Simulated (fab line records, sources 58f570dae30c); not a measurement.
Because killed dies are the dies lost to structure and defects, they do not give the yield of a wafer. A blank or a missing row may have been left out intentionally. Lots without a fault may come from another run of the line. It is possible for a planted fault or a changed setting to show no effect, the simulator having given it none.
Split-lot study :: flow berkeley_cmos170 :: 23 wafers read from 5 lots, route of 331 steps

== THE SPLIT ==
At UCB170_M1_SPUTTER_00 (material Al, target thk 600 nm, time 80 s), the setting power_w was moved away from the recipe's 6000 W on 4 of the 23 wafers read, by -11.5% to +9.3%. All remaining wafers had this setting at the recipe value.

== THE PATH FROM SPLIT TO READING: the file shows 1 step between them ==
- UCB170_M1_RS_MEAS_01: measures by four-point-probe

== THE READING ==
M1_AL_THK, in nm, at UCB170_M1_THK_MEAS_02 (measures by xrf). On this fab line, fault-free wafers typically give 598 nm with a standard deviation of 5.6 nm.

wafer: L076.1
tool, chamber at the split: pvd_sputter-01, -
power_w as run, W: 6000
against the recipe: recipe
M1_AL_THK, nm: 593
against lot-mates on the recipe: -

wafer: L076.2
tool, chamber at the split: pvd_sputter-01, -
power_w as run, W: 5313
against the recipe: -11.5%
M1_AL_THK, nm: 528
against lot-mates on the recipe: -66

wafer: L076.3
tool, chamber at the split: pvd_sputter-01, -
power_w as run, W: 6000
against the recipe: recipe
M1_AL_THK, nm: 594
against lot-mates on the recipe: -

wafer: L076.5
tool, chamber at the split: pvd_sputter-01, -
power_w as run, W: 5313
against the recipe: -11.5%
M1_AL_THK, nm: 527
against lot-mates on the recipe: -67

wafer: L076.6
tool, chamber at the split: pvd_sputter-01, -
power_w as run, W: 6000
against the recipe: recipe
M1_AL_THK, nm: 596
against lot-mates on the recipe: -

wafer: L074.1
tool, chamber at the split: pvd_sputter-02, -
power_w as run, W: 6558
against the recipe: +9.3%
M1_AL_THK, nm: 665
against lot-mates on the recipe: +67

wafer: L074.2
tool, chamber at the split: pvd_sputter-02, -
power_w as run, W: 6000
against the recipe: recipe
M1_AL_THK, nm: 602
against lot-mates on the recipe: -

wafer: L074.3
tool, chamber at the split: pvd_sputter-02, -
power_w as run, W: 6000
against the recipe: recipe
M1_AL_THK, nm: 595
against lot-mates on the recipe: -

wafer: L074.4
tool, chamber at the split: pvd_sputter-02, -
power_w as run, W: 6558
against the recipe: +9.3%
M1_AL_THK, nm: 665
against lot-mates on the recipe: +67

wafer: L074.5
tool, chamber at the split: pvd_sputter-02, -
power_w as run, W: 6000
against the recipe: recipe
M1_AL_THK, nm: 598
against lot-mates on the recipe: -

wafer: L079.1
tool, chamber at the split: pvd_sputter-03, -
power_w as run, W: 6000
against the recipe: recipe
M1_AL_THK, nm: 590
against lot-mates on the recipe: -

wafer: L079.2
tool, chamber at the split: pvd_sputter-03, -
power_w as run, W: 6000
against the recipe: recipe
M1_AL_THK, nm: 601
against lot-mates on the recipe: -

wafer: L079.3
tool, chamber at the split: pvd_sputter-03, -
power_w as run, W: 6000
against the recipe: recipe
M1_AL_THK, nm: 596
against lot-mates on the recipe: -

wafer: L079.4
tool, chamber at the split: pvd_sputter-03, -
power_w as run, W: 6000
against the recipe: recipe
M1_AL_THK, nm: 603
against lot-mates on the recipe: -

wafer: L079.6
tool, chamber at the split: pvd_sputter-03, -
power_w as run, W: 6000
against the recipe: recipe
M1_AL_THK, nm: 604
against lot-mates on the recipe: -

wafer: L083.2
tool, chamber at the split: pvd_sputter-03, -
power_w as run, W: 6000
against the recipe: recipe
M1_AL_THK, nm: 587
against lot-mates on the recipe: -

wafer: L083.3
tool, chamber at the split: pvd_sputter-03, -
power_w as run, W: 6000
against the recipe: recipe
M1_AL_THK, nm: 605
against lot-mates on the recipe: -

wafer: L083.4
tool, chamber at the split: pvd_sputter-03, -
power_w as run, W: 6000
against the recipe: recipe
M1_AL_THK, nm: 599
against lot-mates on the recipe: -

wafer: L083.5
tool, chamber at the split: pvd_sputter-03, -
power_w as run, W: 6000
against the recipe: recipe
M1_AL_THK, nm: 600
against lot-mates on the recipe: -

wafer: L083.6
tool, chamber at the split: pvd_sputter-03, -
power_w as run, W: 6000
against the recipe: recipe
M1_AL_THK, nm: 591
against lot-mates on the recipe: -

wafer: L082.1
tool, chamber at the split: pvd_sputter-02, -
power_w as run, W: 6000
against the recipe: recipe
M1_AL_THK, nm: 593
against lot-mates on the recipe: -

wafer: L082.2
tool, chamber at the split: pvd_sputter-02, -
power_w as run, W: 6000
against the recipe: recipe
M1_AL_THK, nm: 604
against lot-mates on the recipe: -

wafer: L082.6
tool, chamber at the split: pvd_sputter-02, -
power_w as run, W: 6000
against the recipe: recipe
M1_AL_THK, nm: 606
against lot-mates on the recipe: -

FIT RESULTS
A straight line over all 23 wafers: M1_AL_THK changes by +6.58 nm for each +1% of power_w; r = +0.98; the points scatter about the line by 5.6 nm.
The same after taking each lot's own level away (the mean of its wafers on the recipe; 23 wafers): +6.38 nm for each +1%; r = +0.98; scatter 5.5 nm.
That fit puts the effect of the largest move of power_w on the reading at 73 nm.
From 594.3 to 601.0 nm: that is the span of the lots' own levels, equal to 1.2 times the standard deviation above.
Consequently the slope shifts little with the lot-to-lot level, the two slopes agreeing.
Check: -74.6 nm against its lot-mates is what the line predicts for one of the wafers moved furthest among these (-11.5%) when that wafer is left out of the fit. It came out at -66.3 nm against them.

== OTHER SPLITS APPLIED TO THESE WAFERS ==
Before the reading, these wafers also passed through other splits. Each is held against what the fit with the lots' levels taken away leaves over:
other split on the same wafers: UCB170_NLDD_EXPOSE_03 dose_mj
wafers away from the commonest value: 8
r with M1_AL_THK (lot level and that fit taken away): +0.38

other split on the same wafers: UCB170_PSD_PEB_04 peb_temp_c
wafers away from the commonest value: 10
r with M1_AL_THK (lot level and that fit taken away): -0.11

other split on the same wafers: UCB170_BACKSIDE_COAT_01 resist_thk_nm
wafers away from the commonest value: 7
r with M1_AL_THK (lot level and that fit taken away): -0.36

other split on the same wafers: UCB170_CONTACT_COAT_04 spin_rpm
wafers away from the commonest value: 6
r with M1_AL_THK (lot level and that fit taken away): -0.10

== THE WHOLE CHAIN: every reading that the file lists as answering this split, in the file's order ==
step: UCB170_M1_SPUTTER_00
what it does: material Al, target thk 600 nm, time 80 s
reading: Al_of_M1_SPUTTER_00.thk_nm (the simulator's own value, which no gauge read)
change (the file's fit): +6.31 nm for each +1% of the setting
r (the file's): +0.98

step: UCB170_M1_RS_MEAS_01
what it does: measures by four-point-probe
reading: M1_AL_RS
change (the file's fit): -0.000544 for each +1% of the setting
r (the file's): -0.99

step: UCB170_M1_THK_MEAS_02
what it does: measures by xrf
reading: M1_AL_THK
change (the file's fit): +6.38 for each +1% of the setting
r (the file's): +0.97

== THE FILE'S OWN FIT ==
M1_AL_THK changes by +6.38 nm for each +1% of power_w, r = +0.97.
